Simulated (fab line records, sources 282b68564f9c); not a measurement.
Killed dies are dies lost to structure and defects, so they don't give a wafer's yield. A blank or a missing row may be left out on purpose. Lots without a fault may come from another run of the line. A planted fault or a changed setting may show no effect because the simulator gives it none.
fab line records | flow rit_cmos
record lots=7 wafers=21 last_day=7
route steps=202 shown ACTIVE@17 FOX1@20 FOX2@23 NWELL@28 PWELL@39 WELLDRIVE@50 M1@202
lots that met no fault: from a run of the same line without faults
start_h: hours from the record's first day to the start of the lot's first wafer shown | wait_h: hours since the lot's step before | " the same as in the row above | L1.1+2: a row that stands for several wafers | - no value, or no start given | * or withheld: withheld | < > ~ a bound
route shown NAME@n: a module of which the file shows steps, and the number in the route of the first | usual: mean/standard deviation of fault-free wafers | same: alike in all rows | chamber/n: place in a boat | sites: the reading at each site | _std_site: their standard deviation | _edge_site: outer sites' mean less inner sites' | radius_mm: how far each site lies from the wafer's centre | mask NAME#n: copy n | behind: the tool/chamber that last shaped the wafer | hold: why the lot was held/for how many hours/how that ended | device: the transistor (n, p or np) that didn't switch | end of line: the same wafers' tests at the end of the route | a step without rows: its recipe alone | killed: dies lost to structure and defects at the first sort, not the wafer's yield | map: a wafer's dies, x killed, . not, _ none there
set.NAME: the setting as run; set.NAME@STEP: as run at that earlier step | model.NAME: the simulator's own value behind a step, which no gauge read
lots at some steps of the route; a table a step, a row a wafer
services: from which hour (start_h, from the record's first day; less than 0 if before it) a tool's chamber was out of use, for how many hours, and why
## steps
# step RIT_ACTIVE_CLEAN_15
# recipe chemistry=SC1 mix=3:3:50 time_s=600 temp_c=75
# step RIT_ACTIVE_CLEAN_16
# recipe chemistry=dHF dilution=50:1 time_s=30
# step RIT_ACTIVE_CLEAN_17
# recipe chemistry=SC2 mix=3:3:50 time_s=600 temp_c=75 dry=n2_spin
# step RIT_FOX1_OXIDATION_00
# recipe temp_c=1100 ambient=H2O target_thk_a=3507 p_h2o_torr=720 ox_time_s=1130
# step RIT_FOX1_THK_MEAS_01
# recipe reads=SiO2_of_FOX1_OXIDATION_00
# usual FOX1_OXIDE_THK=350/5.1
# columns lot.wafer tool chamber start_h wait_h FOX1_OXIDE_THK[nm]
L247.2 film_metro-03 - 38.99 0.0 352
L247.3 " - " " 355
L247.5 " - " " 346
L248.2 film_metro-04 - 42.67 0.0 357
L248.3 " - " " 357
L248.6 " - " " 360
L257.1 film_metro-03 - 87.47 0.0 348
L257.2 " - " " 351
L257.4 " - " " 347
L258.1 film_metro-03 - 94.22 0.0 347
L258.2 " - " " 352
L258.5 " - " " 353
L259.1 film_metro-03 - 98.10 0.0 360
L259.4 " - " " 356
L259.6 " - " " 354
L262.1 film_metro-02 - 114.43 0.0 350
L262.2 " - " " 351
L262.4 " - " " 350
L265.2 film_metro-03 - 129.86 0.0 353
L265.4 " - " " 343
L265.6 " - " " 348
# step RIT_FOX1_WET_ETCH_02
# recipe chemistry=BOE target_depth_nm=350 time_s=390 temp_c=21.5 dry=n2_spin dilution=10:1 target=SiO2
# step RIT_FOX2_OXIDATION_00
# recipe temp_c=1100 ambient=H2O target_thk_a=3507 p_h2o_torr=720 ox_time_s=1130
# step RIT_FOX2_THK_MEAS_01
# recipe reads=SiO2_of_FOX2_OXIDATION_00
# usual FOX2_OXIDE_THK=349/7.7
# columns lot.wafer tool chamber start_h wait_h FOX2_OXIDE_THK[nm]
L247.2 film_metro-04 - 40.48 0.0 335
L247.3 " - " " 339
L247.5 " - " " 331
L248.2 film_metro-03 - 44.24 0.0 340
L248.3 " - " " 345
L248.6 " - " " 346
L257.1 film_metro-01 - 89.07 0.0 353
L257.2 " - " " 349
L257.4 " - " " 360
L258.1 film_metro-03 - 95.71 0.0 338
L258.2 " - " " 339
L258.5 " - " " 342
L259.1 film_metro-03 - 99.71 0.0 352
L259.4 " - " " 353
L259.6 " - " " 357
L262.1 film_metro-04 - 115.92 0.0 332
L262.2 " - " " 337
L262.4 " - " " 338
L265.2 film_metro-01 - 132.25 0.0 348
L265.4 " - " " 356
L265.6 " - " " 353
# step RIT_FOX2_CLEAN_02
# recipe chemistry=dHF dilution=50:1 time_s=180
# step RIT_FOX2_WET_ETCH_03
# recipe chemistry=H3PO4 target=Si3N4 target_depth_nm=195 temp_c=165 time_s=2700
# step RIT_FOX2_THK_MEAS_90
# recipe reads=SiO2_of_FOX2_OXIDATION_00
# usual FIELD_OXIDE_LEFT_1_THK=322/7.6
# columns lot.wafer tool chamber start_h wait_h FIELD_OXIDE_LEFT_1_THK[nm]
L247.2 film_metro-03 - 41.36 0.0 308
L247.3 " - " " 311
L247.5 " - " " 303
L248.2 film_metro-04 - 45.11 0.0 313
L248.3 " - " " 317
L248.6 " - " " 318
L257.1 film_metro-03 - 90.02 0.0 326
L257.2 " - " " 323
L257.4 " - " " 332
L258.1 film_metro-04 - 96.60 0.0 310
L258.2 " - " " 311
L258.5 " - " " 314
L259.1 film_metro-04 - 101.35 0.0 325
L259.4 " - " " 325
L259.6 " - " " 329
L262.1 film_metro-04 - 116.80 0.0 305
L262.2 " - " " 310
L262.4 " - " " 311
L265.2 film_metro-01 - 133.13 0.0 321
L265.4 " - " " 328
L265.6 " - " " 324
# step RIT_NWELL_HMDS_00
# recipe prime_time_s=60 prime_temp_c=140
# step RIT_NWELL_COAT_01
# recipe resist=NOVOLAK spin_rpm=2030 resist_thk_nm=1300
# usual chill_plate_temp_C=22.98/0.098 dispense_pressure_kPa=51/4.5
# columns lot.wafer tool chamber start_h wait_h chill_plate_temp_C dispense_pressure_kPa
L247.2 litho_track-03 0 41.58 0.1 22.91 45
L247.3 " 0 " " 22.88 45
L247.5 " 0 " " 22.91 45
L248.2 litho_track-02 0 45.34 0.1 22.96 56
L248.3 " 0 " " 23.12 56
L248.6 " 0 " " 23.10 56
L257.1 litho_track-04 - 90.23 0.1 - -
L257.2 " - " " - -
L257.4 " - " " - -
L258.1 litho_track-03 - 96.81 0.1 - -
L258.2 " - " " - -
L258.5 " - " " - -
L259.1 litho_track-04 - 101.56 0.1 - -
L259.4 " - " " - -
L259.6 " - " " - -
L262.1 litho_track-03 0 117.01 0.1 22.94 45
L262.2 " 0 " " 22.82 45
L262.4 " 0 " " 22.84 45
L265.2 litho_track-04 0 133.35 0.1 22.97 53
L265.4 " 0 " " 22.90 53
L265.6 " 0 " " 22.96 53
# step RIT_NWELL_SOFTBAKE_02
# recipe resist=NOVOLAK temp_c=90 time_s=60
# step RIT_NWELL_EXPOSE_03
# recipe mask_id=M2 na=0.57 target_cd_nm=43900 dose_mj=250
# step RIT_NWELL_PEB_04
# recipe resist=NOVOLAK temp_c=withheld time_s=withheld
# step RIT_NWELL_DEVELOP_05
# recipe resist=NOVOLAK develop_time_s=68 dev_temp_c=23
# step RIT_NWELL_OVL_MEAS_06
# usual NWELL_OVL=0.6/1.3
# columns lot.wafer tool chamber start_h wait_h NWELL_OVL[nm]
L247.2 overlay-02 - 42.29 - 0.5
L247.3 " - " " -1.6
L247.5 " - " " -2.3
L248.2 overlay-02 - 46.17 - 1.4
L248.3 " - " " 1.5
L248.6 " - " " 1.6
L257.1 overlay-01 - 90.96 - -
L257.2 " - " " -
L257.4 " - " " -
L258.1 overlay-02 - 97.79 - -
L258.2 " - " " -
L258.5 " - " " -
L259.1 overlay-01 - 102.42 - -
L259.4 " - " " -
L259.6 " - " " -
L262.1 overlay-02 - 117.74 - 0.5
L262.2 " - " " 0.5
L262.4 " - " " -1.7
L265.2 overlay-02 - 134.19 - 0.1
L265.4 " - " " 2.6
L265.6 " - " " 0.0
# step RIT_NWELL_HARDBAKE_07
# recipe resist=NOVOLAK temp_c=140 time_s=120
# step RIT_NWELL_IMPLANT_08
# recipe species=P energy_kev=170 dose_cm2=4.931e+13 tilt_deg=7
# step RIT_NWELL_STRIP_09
# recipe chemistry=O2 time_s=180 resist=NOVOLAK platen_temp_c=withheld power_w=500 pressure_mtorr=4000 o2_flow_sccm=4000
# usual drypump_motor_current_A=5.7/0.36
# columns lot.wafer tool chamber start_h wait_h drypump_motor_current_A rf_hours_counter_h
L247.2 plasma_asher-02 1 42.72 0.1 5.8 40
L247.3 " 0 " " 5.5 -
L247.5 " 0 " " 5.5 -
L248.2 plasma_asher-01 0 46.60 0.1 6.3 40
L248.3 " 0 " " 6.3 -
L248.6 " 1 " " 5.5 -
L257.1 plasma_asher-01 1 91.40 0.1 5.5 45
L257.2 " 0 " " 6.2 45
L257.4 " 0 " " 6.2 -
L258.1 plasma_asher-01 1 98.23 0.1 5.5 46
L258.2 " 0 " " 6.2 46
L258.5 " 0 " " 6.2 -
L259.1 plasma_asher-01 1 102.86 0.1 5.5 47
L259.4 " 0 " " 6.2 -
L259.6 " 1 " " 5.5 -
L262.1 plasma_asher-02 1 118.17 0.1 5.8 49
L262.2 " 0 " " 5.5 49
L262.4 " 1 " " 5.8 -
L265.2 plasma_asher-01 1 134.62 0.1 5.5 50
L265.4 " 0 " " 6.3 -
L265.6 " 1 " " 5.5 -
# step RIT_NWELL_TW_MEAS_10
# usual NWELL_TW=2120/18
# columns lot.wafer tool chamber start_h wait_h NWELL_TW
L247.2 film_metro-03 - 42.91 0.1 2125
L247.3 " - " " 2127
L247.5 " - " " 2130
L248.2 film_metro-02 - 46.79 0.1 2100
L248.3 " - " " 2109
L248.6 " - " " 2102
L257.1 film_metro-02 - 91.58 0.1 2086
L257.2 " - " " 2094
L257.4 " - " " 2098
L258.1 film_metro-03 - 98.40 0.1 2119
L258.2 " - " " 2125
L258.5 " - " " 2118
L259.1 film_metro-01 - 103.07 0.2 2130
L259.4 " - " " 2142
L259.6 " - " " 2131
L262.1 film_metro-03 - 118.35 0.1 2139
L262.2 " - " " 2122
L262.4 " - " " 2131
L265.2 film_metro-01 - 134.81 0.1 2148
L265.4 " - " " 2142
L265.6 " - " " 2134
# step RIT_PWELL_HMDS_00
# recipe prime_time_s=60 prime_temp_c=140
# step RIT_PWELL_COAT_01
# recipe resist=NOVOLAK spin_rpm=2000 resist_thk_nm=1300
# step RIT_PWELL_SOFTBAKE_02
# recipe resist=NOVOLAK temp_c=90 time_s=60
# step RIT_PWELL_EXPOSE_03
# recipe mask_id=M3 na=0.57 target_cd_nm=43700 dose_mj=250
# step RIT_PWELL_PEB_04
# recipe resist=NOVOLAK temp_c=withheld time_s=withheld
# step RIT_PWELL_DEVELOP_05
# recipe resist=NOVOLAK develop_time_s=68 dev_temp_c=23
# step RIT_PWELL_OVL_MEAS_06
# usual PWELL_OVL=-0.7/1.4
# columns lot.wafer tool chamber start_h wait_h PWELL_OVL[nm]
L247.2 overlay-02 - 43.97 - 0.2
L247.3 " - " " 1.8
L247.5 " - " " 0.4
L248.2 overlay-01 - 53.25 - 0.4
L248.3 " - " " 3.0
L248.6 " - " " 0.8
L257.1 overlay-01 - 92.64 - -0.4
L257.2 " - " " -1.1
L257.4 " - " " -2.0
L258.1 overlay-01 - 99.38 - -2.0
L258.2 " - " " -1.6
L258.5 " - " " -3.2
L259.1 overlay-01 - 104.13 - -1.7
L259.4 " - " " 0.0
L259.6 " - " " -2.2
L262.1 overlay-01 - 119.41 - 0.1
L262.2 " - " " -1.4
L262.4 " - " " -2.6
L265.2 overlay-01 - 135.74 - -1.0
L265.4 " - " " -1.1
L265.6 " - " " -2.2
# step RIT_PWELL_HARDBAKE_07
# recipe resist=NOVOLAK temp_c=139.2 time_s=120
# step RIT_PWELL_IMPLANT_08
# recipe species=B energy_kev=170 dose_cm2=7e+13 tilt_deg=7
# step RIT_PWELL_STRIP_09
# recipe chemistry=O2 time_s=180 resist=NOVOLAK platen_temp_c=withheld power_w=500 pressure_mtorr=4000 o2_flow_sccm=4000
# usual drypump_motor_current_A=5.55/0.21
# columns lot.wafer tool chamber start_h wait_h drypump_motor_current_A rf_hours_counter_h
L247.2 plasma_asher-02 0 44.40 0.1 5.49 40
L247.3 " 0 " " 5.49 -
L247.5 " 1 " " 5.80 -
L248.2 plasma_asher-04 0 53.68 0.1 5.56 25
L248.3 " 0 " " 5.54 -
L248.6 " 1 " " 5.78 -
L257.1 plasma_asher-03 1 93.08 0.1 5.18 44
L257.2 " 0 " " 5.53 44
L257.4 " 0 " " 5.51 -
L258.1 plasma_asher-03 1 99.82 0.1 5.20 45
L258.2 " 0 " " 5.52 45
L258.5 " 0 " " 5.52 -
L259.1 plasma_asher-04 0 104.57 0.1 5.54 30
L259.4 " 1 " " 5.79 -
L259.6 " 1 " " 5.76 -
L262.1 plasma_asher-04 0 119.85 0.1 5.53 32
L262.2 " 1 " " 5.77 32
L262.4 " 1 " " 5.78 -
L265.2 plasma_asher-04 0 136.17 0.1 5.51 33
L265.4 " 1 " " 5.77 -
L265.6 " 0 " " 5.55 -
# step RIT_PWELL_TW_MEAS_10
# usual PWELL_TW=947/7.3
# columns lot.wafer tool chamber start_h wait_h PWELL_TW
L247.2 film_metro-02 - 44.58 0.1 934
L247.3 " - " " 929
L247.5 " - " " 936
L248.2 film_metro-01 - 53.86 0.1 934
L248.3 " - " " 935
L248.6 " - " " 931
L257.1 film_metro-03 - 93.26 0.1 2198
L257.2 " - " " 2195
L257.4 " - " " 2201
L258.1 film_metro-02 - 99.99 0.1 2159
L258.2 " - " " 2151
L258.5 " - " " 2155
L259.1 film_metro-01 - 104.74 0.1 2186
L259.4 " - " " 2196
L259.6 " - " " 2183
L262.1 film_metro-01 - 120.02 0.1 954
L262.2 " - " " 958
L262.4 " - " " 955
L265.2 film_metro-02 - 136.36 0.1 937
L265.4 " - " " 939
L265.6 " - " " 941
# step RIT_WELLDRIVE_ANNEAL_00
# recipe temp_c=1100 time_s=14700 ambient=N2
# step RIT_M1_PROBE_99
# usual killed_at_front_end=7/3 killed_dies=7/3.1 killed_on_rim=1.8/1.4 killed_open=3.4/2.1 killed_short=3.4/2
# same gross_dies=264 killed_at_M0_to_M3=0 killed_at_M4_up=0 killed_at_back_side=0 killed_at_contacts=0 killed_at_other=0
# columns lot.wafer tool chamber start_h wait_h killed_at_front_end killed_dies killed_on_rim killed_open killed_short
L247.2 prober-01 - 84.49 0.1 7 7 0 4 3
L247.3 prober-01 - 84.54 0.2 3 3 2 1 2
L247.5 prober-01 - 84.64 0.2 9 9 6 4 5
L248.2 prober-02 - 90.11 0.1 7 7 0 2 5
L248.3 prober-02 - 90.16 0.2 9 9 1 4 5
L248.6 prober-02 - 90.31 0.2 7 7 2 2 5
L258.1 prober-02 - 138.54 0.1 264 264 70 2 4
L258.2 prober-02 - 138.59 0.1 264 264 70 6 5
L258.5 prober-02 - 138.74 0.2 264 264 70 2 5
L259.1 prober-01 - 142.02 0.1 264 264 70 5 1
L259.4 prober-01 - 142.17 0.2 264 264 70 0 4
L259.6 prober-01 - 142.27 0.2 264 264 70 4 3
L262.1 prober-02 - 155.54 0.1 6 6 4 2 4
L262.2 prober-02 - 155.59 0.1 9 9 2 5 4
L262.4 prober-02 - 155.69 0.2 4 4 2 3 1
L265.2 prober-01 - 175.42 0.1 3 3 0 1 2
L265.4 prober-01 - 175.52 0.2 7 7 2 6 1
L265.6 prober-01 - 175.62 0.2 6 6 2 3 3
# killed by level:class
L247.2 REOX:geometric_particle:open=2 SILICIDE:geometric_particle:short=2 FOX1:geometric_particle:open=1 GATE:geometric_particle:short=1 SILICIDE:geometric_particle:open=1
L247.3 GATE:geometric_particle:open=1 GATE:geometric_particle:short=1 SPACER:geometric_particle:short=1
L247.5 GATE:geometric_particle:short=4 GATE:geometric_particle:open=2 FOX2:geometric_particle:open=1 SILICIDE:geometric_particle:open=1 SILICIDE:geometric_particle:short=1
L248.2 SILICIDE:geometric_particle:short=2 FOX2:geometric_particle:short=1 GATE:geometric_particle:open=1 REOX:geometric_particle:short=1 REOX:geometric_particle:open=1 SPACER:geometric_particle:short=1
L248.3 FOX2:geometric_particle:short=2 SPACER:geometric_particle:short=2 FOX1:geometric_particle:open=1 FOX2:geometric_particle:open=1 REOX:geometric_particle:open=1 REOX:geometric_particle:short=1 SPACER:geometric_particle:open=1
L248.6 REOX:geometric_particle:open=2 REOX:geometric_particle:short=2 FOX2:geometric_particle:short=1 SPACER:geometric_particle:short=1 SILICIDE:geometric_particle:short=1
L258.1 NWELL:area_expose=258 SPACER:geometric_particle:short=3 FOX1:geometric_particle:short=1 FOX2:geometric_particle:open=1 GATE:geometric_particle:open=1
L258.2 NWELL:area_expose=253 GATE:geometric_particle:open=3 GATE:geometric_particle:short=2 SILICIDE:geometric_particle:short=2 SILICIDE:geometric_particle:open=2 FOX1:geometric_particle:short=1 FOX1:geometric_particle:open=1
L258.5 NWELL:area_expose=257 GATE:geometric_particle:open=2 SPACER:geometric_particle:short=2 FOX1:geometric_particle:short=1 GATE:geometric_particle:short=1 REOX:geometric_particle:short=1
L259.1 NWELL:area_expose=258 FOX1:geometric_particle:open=1 FOX2:geometric_particle:open=1 GATE:geometric_particle:short=1 GATE:geometric_particle:open=1 SPACER:geometric_particle:open=1 SILICIDE:geometric_particle:open=1
L259.4 NWELL:area_expose=260 GATE:geometric_particle:short=3 SILICIDE:geometric_particle:short=1
L259.6 NWELL:area_expose=257 GATE:geometric_particle:open=2 GATE:geometric_particle:short=2 SPACER:geometric_particle:short=1 SPACER:geometric_particle:open=1 SILICIDE:geometric_particle:open=1
L262.1 GATE:geometric_particle:short=2 FOX2:geometric_particle:short=1 GATE:geometric_particle:open=1 REOX:geometric_particle:short=1 REOX:geometric_particle:open=1
L262.2 FOX1:geometric_particle:open=2 GATE:geometric_particle:short=2 GATE:geometric_particle:open=2 FOX1:geometric_particle:short=1 SPACER:geometric_particle:open=1 SILICIDE:geometric_particle:short=1
L262.4 GATE:geometric_particle:short=1 GATE:geometric_particle:open=1 REOX:geometric_particle:open=1 SPACER:geometric_particle:open=1
L265.2 GATE:geometric_particle:short=2 SPACER:geometric_particle:open=1
L265.4 SPACER:geometric_particle:open=4 FOX1:geometric_particle:open=2 GATE:geometric_particle:short=1
L265.6 GATE:geometric_particle:short=3 FOX1:geometric_particle:open=1 GATE:geometric_particle:open=1 REOX:geometric_particle:open=1
# map L258.1 (x killed, . not)
________xxxxxxx_______
_____xxxxxxxxxxxxx____
____xxxxxxxxxxxxxxx___
___xxxxxxxxxxxxxxxxx__
__xxxxxxxxxxxxxxxxxxx_
__xxxxxxxxxxxxxxxxxxx_
_xxxxxxxxxxxxxxxxxxxxx
_xxxxxxxxxxxxxxxxxxxxx
_xxxxxxxxxxxxxxxxxxxxx
_xxxxxxxxxxxxxxxxxxxxx
__xxxxxxxxxxxxxxxxxxx_
__xxxxxxxxxxxxxxxxxxx_
___xxxxxxxxxxxxxxxxx__
____xxxxxxxxxxxxxxx___
_____xxxxxxxxxxxxx____
________xxxxxxx_______
# map L259.1 (x killed, . not)
________xxxxxxx_______
_____xxxxxxxxxxxxx____
____xxxxxxxxxxxxxxx___
___xxxxxxxxxxxxxxxxx__
__xxxxxxxxxxxxxxxxxxx_
__xxxxxxxxxxxxxxxxxxx_
_xxxxxxxxxxxxxxxxxxxxx
_xxxxxxxxxxxxxxxxxxxxx
_xxxxxxxxxxxxxxxxxxxxx
_xxxxxxxxxxxxxxxxxxxxx
__xxxxxxxxxxxxxxxxxxx_
__xxxxxxxxxxxxxxxxxxx_
___xxxxxxxxxxxxxxxxx__
____xxxxxxxxxxxxxxx___
_____xxxxxxxxxxxxx____
________xxxxxxx_______
## services
# columns tool chamber start_h hours kind
plasma_asher-04 - 66.03 15.6 pm
plasma_asher-03 - 108.75 9.0 pm
plasma_asher-03 0 108.75 9.0 vent_cycle
plasma_asher-03 1 108.75 9.0 vent_cycle
plasma_asher-03 0 117.75 - clean
plasma_asher-03 1 117.75 - clean
plasma_asher-02 - 128.20 0.5 repair
## key
first_sign step=RIT_NWELL_COAT_01 reading=tool_record direction=missing
effect step=RIT_NWELL_OVL_MEAS_06 reading=NWELL_OVL direction=missing
effect step=RIT_PWELL_TW_MEAS_10 reading=PWELL_TW direction=up sigmas=99+ usual=947 struck=2180
effect step=RIT_M1_PROBE_99 reading=killed_at_front_end direction=up sigmas=85 usual=7 struck=264
more_kills_born_at RIT_NWELL_EXPOSE_03@iline_stepper-01=775 RIT_NWELL_EXPOSE_03@iline_stepper-02=768
met_at RIT_NWELL_COAT_01
struck_wafers L257.1,L257.2,L257.4,L258.1,L258.2,L258.5,L259.1,L259.4,L259.6
rows_end L257.1,L257.2,L257.4
tester_left_out L258,L259
onset_between 41.58 90.23
fault kind=skipped_step_whole tool=litho_track-03,litho_track-04 chamber=- onset_h=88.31 steps=RIT_NWELL_COAT_01 scope=struck_lots_only
# tester_left_out: of these lots the tester's yield and bins aren't shown, on N5 and GAA mostly nor the transistor test; their killed dies are dies lost to structure and defects alone, not to doping, threshold or leakage, so they don't give the yield
# rows_end: these wafers met a further fault down the route, and their rows from its step on are left out
